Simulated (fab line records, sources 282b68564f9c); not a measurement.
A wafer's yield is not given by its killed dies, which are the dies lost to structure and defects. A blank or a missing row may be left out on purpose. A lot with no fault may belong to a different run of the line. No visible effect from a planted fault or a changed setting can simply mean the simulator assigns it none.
fab line records	flow rit_cmos
record: lots: 5	wafers: 15	last_day: 7
route steps=202 shown M1@185
lots untouched by any fault: they come from a run of this same line in which no faults occurred
start_h: the number of hours between the record's first day and the start of the first shown wafer of the lot	wait_h: hours elapsed since this lot's preceding step	" unchanged from the row above	L1.1+2: a row that stands for several wafers	- either no value or no given start	* or withheld: withheld	< > ~ a bound
route shown NAME@n: NAME is a module with steps in the file, n the number in the route of the first one	usual: mean/standard deviation of fault-free wafers	same: alike in all rows	chamber/n: place in a boat	sites: per-site readings	_std_site: standard deviation across them	_edge_site: outer sites' mean less inner sites'	radius_mm: for every site, how far away it sits from the centre of the wafer	mask NAME#n: copy n	behind: tool/chamber where the wafer was last shaped	hold: why the lot was held/for how many hours/how that ended	device: the transistor (n, p or np) that didn't switch	end of line: at the end of the route, the tests of the same wafers	a step with no rows: only its recipe	killed: count of dies lost to structure and defects at first sort (not the wafer's yield)	map: a wafer's dies, marking killed ones x, the rest . and places with no die _
set.NAME: the setting that was run; set.NAME@STEP: the one run at that earlier step	model.NAME: the simulator's own value behind a step, which no gauge read
certain route steps with their lots: each step a table, each wafer a row
services: from which hour (start_h, from the record's first day; less than 0 if before it) a tool's chamber was out of use, for how many hours, and why
== steps ==
step: RIT_M1_RS_MEAS_01
recipe: thk_meas_gauge: four-point-probe	reads: Al_of_M1_SPUTTER_00
usual: M1_AL_RS: 0.0735/0.00098
lot.wafer	tool	chamber	start_h	wait_h	M1_AL_RS[ohm/sq]
L078.1	film_metro-04	-	74.06	0.1	0.0731
L078.3	"	-	"	"	0.0729
L078.4	"	-	"	"	0.0719
L082.1	film_metro-03	-	95.36	0.1	0.0742
L082.3	"	-	"	"	0.0730
L082.4	"	-	"	"	0.0750
L088.1	film_metro-02	-	126.46	0.1	0.0735
L088.5	"	-	"	"	0.0745
L088.6	"	-	"	"	0.0749
L091.1	film_metro-03	-	142.70	0.1	0.0725
L091.4	"	-	"	"	0.0736
L091.6	"	-	"	"	0.0740
L097.2	film_metro-04	-	170.34	0.2	0.0754
L097.3	"	-	"	"	0.0729
L097.4	"	-	"	"	0.0729
step: RIT_M1_THK_MEAS_02
recipe: thk_meas_gauge: xrf	reads: Al_of_M1_SPUTTER_00
usual: M1_AL_THK: 407/5.9
lot.wafer	tool	chamber	start_h	wait_h	M1_AL_THK[nm]
L078.1	film_metro-04	-	74.18	0.1	410
L078.3	"	-	"	"	412
L078.4	"	-	"	"	420
L082.1	film_metro-03	-	95.48	0.1	404
L082.3	"	-	"	"	409
L082.4	"	-	"	"	398
L088.1	film_metro-02	-	126.58	0.1	406
L088.5	"	-	"	"	399
L088.6	"	-	"	"	398
L091.1	film_metro-03	-	142.82	0.1	412
L091.4	"	-	"	"	404
L091.6	"	-	"	"	400
L097.2	film_metro-04	-	170.45	0.1	398
L097.3	"	-	"	"	409
L097.4	"	-	"	"	413
step: RIT_M1_HMDS_03
recipe: prime_time_s: 60	prime_temp_c: 140
lot.wafer	tool	chamber	start_h	wait_h
L078.1+3+4	litho_track-03	0	74.24	0.1
L082.1+3+4	litho_track-04	0	95.54	0.1
L088.1+5+6	litho_track-02	0	126.64	0.1
L091.1+4+6	litho_track-03	0	142.88	0.1
L097.2+3+4	litho_track-03	0	170.53	0.1
step: RIT_M1_COAT_04
recipe: resist: NOVOLAK	spin_rpm: 2000	resist_thk_nm: 1300
lot.wafer	tool	chamber	start_h	wait_h
L078.1+3+4	litho_track-03	0	74.39	0.1
L082.1+3+4	litho_track-04	0	95.69	0.1
L088.1+5+6	litho_track-02	0	126.79	0.1
L091.1+4+6	litho_track-03	0	143.03	0.1
L097.2+3+4	litho_track-03	0	170.68	0.1
step: RIT_M1_SOFTBAKE_05
recipe: resist: NOVOLAK	temp_c: 90	time_s: 60
lot.wafer	tool	chamber	start_h	wait_h
L078.1+3+4	litho_track-03	0	74.54	0.1
L082.1+3+4	litho_track-04	0	95.84	0.1
L088.1+5+6	litho_track-02	0	126.94	0.1
L091.1+4+6	litho_track-03	0	143.18	0.1
L097.2+3+4	litho_track-03	0	170.83	0.1
step: RIT_M1_EXPOSE_06
recipe: mask_id: M12	na: 0.6	source_shape: conventional	sigma_outer: 0.5	target_cd_nm: 2600	dose_mj: 250
lot.wafer	tool	chamber	start_h	wait_h	mask
L078.1+3+4	iline_stepper-02	0	74.69	0.1	M12#0
L082.1+3+4	iline_stepper-01	0	96.12	0.2	M12#0
L088.1+5+6	iline_stepper-01	0	127.09	0.1	M12#0
L091.1+4+6	iline_stepper-01	0	143.33	0.1	M12#0
L097.2+3+4	iline_stepper-02	0	170.97	0.1	M12#0
step: RIT_M1_PEB_07
recipe: resist: NOVOLAK	temp_c: withheld	time_s: withheld
lot.wafer	tool	chamber	start_h	wait_h
L078.1+3+4	litho_track-03	0	74.81	0.1
L082.1+3+4	litho_track-02	0	96.23	0.1
L088.1+5+6	litho_track-02	0	127.21	0.1
L091.1+4+6	litho_track-02	0	143.45	0.1
L097.2+3+4	litho_track-03	0	171.10	0.1
step: RIT_M1_DEVELOP_08
recipe: resist: NOVOLAK	develop_time_s: 68	dev_temp_c: 23
same: develop_time_s: 68
lot.wafer	tool	chamber	start_h	wait_h
L078.1+3+4	litho_track-03	0	-	-
L082.1+3+4	litho_track-02	0	-	-
L088.1+5+6	litho_track-02	0	-	-
L091.1+4+6	litho_track-02	0	-	-
L097.2+3+4	litho_track-03	0	-	-
step: RIT_M1_CD_MEAS_09
recipe: target_cd_nm: 2600
usual: cd_nm: 2600.4/2.5
lot.wafer	tool	chamber	start_h	wait_h	cd_nm
L078.1	cd_sem-01	-	75.12	-	2597.1
L078.3	"	-	"	"	2597.7
L078.4	"	-	"	"	2595.7
L082.1	cd_sem-01	-	96.55	-	2603.6
L082.3	"	-	"	"	2605.8
L082.4	"	-	"	"	2603.1
L088.1	cd_sem-01	-	127.52	-	2604.6
L088.5	"	-	"	"	2602.7
L088.6	"	-	"	"	2601.2
L091.1	cd_sem-01	-	143.76	-	2597.4
L091.4	"	-	"	"	2596.2
L091.6	"	-	"	"	2598.7
L097.2	cd_sem-02	-	171.40	-	2601.4
L097.3	"	-	"	"	2602.2
L097.4	"	-	"	"	2600.3
== services ==
tool	chamber	start_h	hours	kind
iline_stepper-02	-	88.26	3.6	repair
iline_stepper-01	0	95.17	-	calibration
iline_stepper-02	-	113.33	2.4	repair
iline_stepper-02	-	134.87	2.1	pm
iline_stepper-02	-	136.95	-	consumable_replace:lamp
iline_stepper-01	-	157.58	1.7	pm
iline_stepper-01	-	160.63	6.0	repair
== key ==
fault none
